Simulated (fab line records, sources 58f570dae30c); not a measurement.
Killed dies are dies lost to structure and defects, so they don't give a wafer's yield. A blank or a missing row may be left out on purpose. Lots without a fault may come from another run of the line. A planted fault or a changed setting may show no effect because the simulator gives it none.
Problem report in the 8D (eight disciplines) form, filled by code | flow berkeley_cmos170 | the parts of the form that need people (team, actions taken, sign-off) are left out

1. THE PROBLEM
START_OXIDE_THK at UCB170_START_THK_MEAS_03 reads a mean of 23.9 nm on 9 wafers of 3 lots; wafers without a fault read 19.9 nm with a standard deviation of 0.34. That is +12 standard deviations from the usual mean.
First seen on wafer L539.3, day 4 02:08, on film_metro-04. The record holds 36 wafers of 12 lots with a number at this step. Rule for "out", or "out of limits": more than 4 standard deviations from the usual mean. The other wafers with a number count as sound.

2. WHAT IT IS AND WHAT IT IS NOT
question                    | is                     | is not
which readings at this step | START_OXIDE_THK        | -
which lots                  | L539, L541, L542       | L527, L528, L529, L530, L544, L547, L548, L549, L550
which wafers of those lots  | all that have a number | -
read on which gauges        | film_metro-04          | film_metro-01, film_metro-02
when                        | from day 4 02:08       | up to then (12 sound wafers); but 15 sound wafers of L544, L547, L548, L549, L550 came after

3. SUSPECTS, AND WHAT RULES EACH OUT
Counting: a tool at a process step up to the reading stays a suspect if it ran every lot that is out and no sound lot after the first of them.
- the gauge at UCB170_START_THK_MEAS_03: kept. All the wafers that are out were read on film_metro-04, and no step on other tools shows them out.
Left after counting: film_metro-04 at UCB170_START_THK_MEAS_03.

4. THE CAUSE (what the simulator had put in)
Metrology matching offset: film_metro-04, from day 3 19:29 on, at UCB170_START_THK_MEAS_03. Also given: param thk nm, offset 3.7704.
Counting left only this tool.

5. THE CHAIN OF EFFECTS, in route order
Each row: a reading whose mean over the struck wafers that have a number lies more than 3 standard deviations from the usual. Only readings for which the record gives a usual standard deviation are gone through. hours: the time from each lot's start at the first step in this table that gives one to its start at this step, as a median over the lots. sigmas: the change in usual standard deviations.
hours | step                     | reading         | usual   | on struck wafers | change | sigmas
0     | UCB170_START_THK_MEAS_03 | START_OXIDE_THK | 19.9 nm | 23.9             | +4.0   | +12

6. WHAT WOULD HAVE CAUGHT IT SOONER
In this record the first reading out of limits at a measuring or inspecting step was taken at day 4 02:08, 7 hours after the fault began at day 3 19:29.
